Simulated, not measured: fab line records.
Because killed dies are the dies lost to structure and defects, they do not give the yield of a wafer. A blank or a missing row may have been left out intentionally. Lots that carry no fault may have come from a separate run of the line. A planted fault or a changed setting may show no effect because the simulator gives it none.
Which of the tools did it?    flow berkeleyCmos170    14 lots with 42 wafers sampled at 4 steps, on a route of 331 steps

== WHAT THE GAUGES READ, wafer by wafer ==
UCB170_ACTIVE_CD_MEAS_13 targets a cd of 1200 nm. Usual: 1200.5 nm for cdNm, sd 1.
lot   measured     on        cdNm (nm)             flag
L860  day 4 21:29  cdSem-02  1201.3 1200.0 1200.2  
L859  day 4 21:42  cdSem-01  1200.5 1200.9 1201.3  
L858  day 4 21:46  cdSem-02  1199.6 1200.0 1200.4  
L863  day 5 10:54  cdSem-01  1200.4 1201.6 1200.5  
L864  day 5 18:22  cdSem-02  1199.2 1199.6 1200.9  
L865  day 5 18:35  cdSem-01  1199.4 1200.1 1200.2  
L871  day 7 02:01  cdSem-02  1199.7 1199.9 1198.6  
L874  day 7 12:21  cdSem-02  1201.0 1201.8 1200.6  
L878  day 8 01:45  cdSem-01  1200.4 1198.9 1199.1  
L876  day 8 01:55  cdSem-02  1200.5 1198.5 1198.7  
L877  day 8 01:59  cdSem-01  1200.7 1200.2 1201.2  
L879  day 8 13:37  cdSem-02  1200.9 1199.2 1200.8  
L880  day 8 14:17  cdSem-01  1200.7 1200.5 1200.5  
L881  day 8 21:04  cdSem-02  1202.4 1201.7 1202.0  

UCB170_FIELD_THK_MEAS_02. Usual: for FIELD_OXIDE_THK the level is 565 nm and the standard deviation is 10.
lot   measured     on            FIELD_OXIDE_THK (nm)  flag
L860  day 5 06:47  filmMetro-04  557 557 549           
L859  day 5 06:48  filmMetro-01  569 567 563           
L858  day 5 06:47  filmMetro-02  555 557 566           
L863  day 5 19:01  filmMetro-04  575 582 570           
L864  day 6 03:21  filmMetro-04  572 572 572           
L865  day 6 03:22  filmMetro-01  564 559 570           
L871  day 7 09:33  filmMetro-01  577 584 579           
L874  day 7 20:01  filmMetro-02  555 559 553           
L878  day 8 09:34  filmMetro-02  556 566 561           
L876  day 8 09:33  filmMetro-04  569 573 562           
L877  day 8 09:33  filmMetro-01  573 568 568           
L879  day 8 21:14  filmMetro-02  570 561 563           
L880  day 9 01:20  filmMetro-01  548 548 544           
L881  day 9 05:36  filmMetro-01  547 545 553           

UCB170_FIELD_THK_MEAS_91. Usual: for FIELD_OXIDE_LEFT_2_THK the level is 360 nm and the standard deviation is 10.
lot   measured      on            FIELD_OXIDE_LEFT_2_THK (nm)  flag
L860  day 5 23:52   filmMetro-02  351 350 342                  
L859  day 6 00:18   filmMetro-02  365 362 359                  
L858  day 6 00:24   filmMetro-04  352 355 363                  
L863  day 6 19:54   filmMetro-02  372 380 368                  
L864  day 6 23:08   filmMetro-01  367 366 366                  
L865  day 6 23:28   filmMetro-02  359 354 365                  
L871  day 8 07:48   filmMetro-04  374 381 376                  
L874  day 8 19:57   filmMetro-01  350 355 349                  
L878  day 9 09:26   filmMetro-04  351 360 357                  
L876  day 9 09:25   filmMetro-02  365 368 359                  
L877  day 9 07:13   filmMetro-04  368 363 362                  
L879  day 9 21:05   filmMetro-02  365 356 358                  
L880  day 10 03:40  filmMetro-01  343 342 340                  
L881  day 10 04:24  filmMetro-01  342 340 349                  

== TOOL THAT RAN EACH LOT (tool first, then ch and the chambers of the sampled wafers, then the start) ==
lot   UCB170_PVT_PEB_04
L860  lithoTrack-01 ch 0, day 5 23:10
L859  lithoTrack-01 ch 0, day 5 23:28
L858  lithoTrack-01 ch 0, day 5 23:43
L863  lithoTrack-01 ch 0, day 6 19:13
L864  lithoTrack-01 ch 0, day 6 22:29
L865  lithoTrack-03 ch 0, day 6 22:47
L871  lithoTrack-02, day 8 07:05
L874  lithoTrack-02, day 8 19:16
L878  lithoTrack-02 ch 0, day 9 07:14
L876  lithoTrack-01 ch 0, day 9 07:16
L877  lithoTrack-01 ch 0, day 9 06:32
L879  lithoTrack-01 ch 0, day 9 20:24
L880  lithoTrack-02 ch 0, day 10 02:59
L881  lithoTrack-01 ch 0, day 10 03:44
- UCB170_PVT_PEB_04

== AS READ BY THE TOOLS THEMSELVES (means over the sampled wafers that have a number; for cases with no such wafer, the mark the record gives instead) ==
UCB170_PVT_PEB_04. Usual: chillPlateTempC 23.00 C, standard deviation 0.11; exhaustPa 44.8 Pa, standard deviation 0.93; resistLineTempC 23.01 C, standard deviation 0.1.
lot   tool           chillPlateTempC (C)  exhaustPa (Pa)  resistLineTempC (C)  flag
L860  lithoTrack-01  22.74                45.2            22.98                
L859  lithoTrack-01  22.94                44.7            22.91                
L858  lithoTrack-01  23.10                44.4            22.97                
L863  lithoTrack-01  23.00                45.4            22.97                
L864  lithoTrack-01  23.03                43.6            22.95                
L865  lithoTrack-03  23.16                44.9            23.22                
L871  lithoTrack-02  -                    -               -                    OFF
L874  lithoTrack-02  -                    -               -                    OFF
L878  lithoTrack-02  22.94                44.6            22.98                
L876  lithoTrack-01  22.99                46.3            23.03                
L877  lithoTrack-01  22.87                45.0            22.99                
L879  lithoTrack-01  23.05                44.5            23.06                
L880  lithoTrack-02  23.04                44.6            22.97                
L881  lithoTrack-01  22.91                45.1            23.09                

== THE ANSWER, worked out from the rows above alone ==
Rule: take the mean of a lot's wafers that have a number; if it is more than 3 standard deviations from the usual mean, the lot is off. A lot without any number at a reading at which 4 lots or more have one is off too. Where the step has rows for the other lots, those lots are counted as sound. First the gauges in route order, then the tools' own readings, where a lot's mean is used as printed above. The first step at which some lot is off is used, and at that step the reading that is off furthest; a lot without a number counts as furthest.
Off: L871, L874 (UCB170_PVT_PEB_04, chillPlateTempC). Without a number there: L871, L874.
A tool fits if, at that step or a process step before it, it ran every lot that is off, and no sound lot after the first of them. Of those tried, none fits.

== WHAT THE SIMULATOR PUT IN ==
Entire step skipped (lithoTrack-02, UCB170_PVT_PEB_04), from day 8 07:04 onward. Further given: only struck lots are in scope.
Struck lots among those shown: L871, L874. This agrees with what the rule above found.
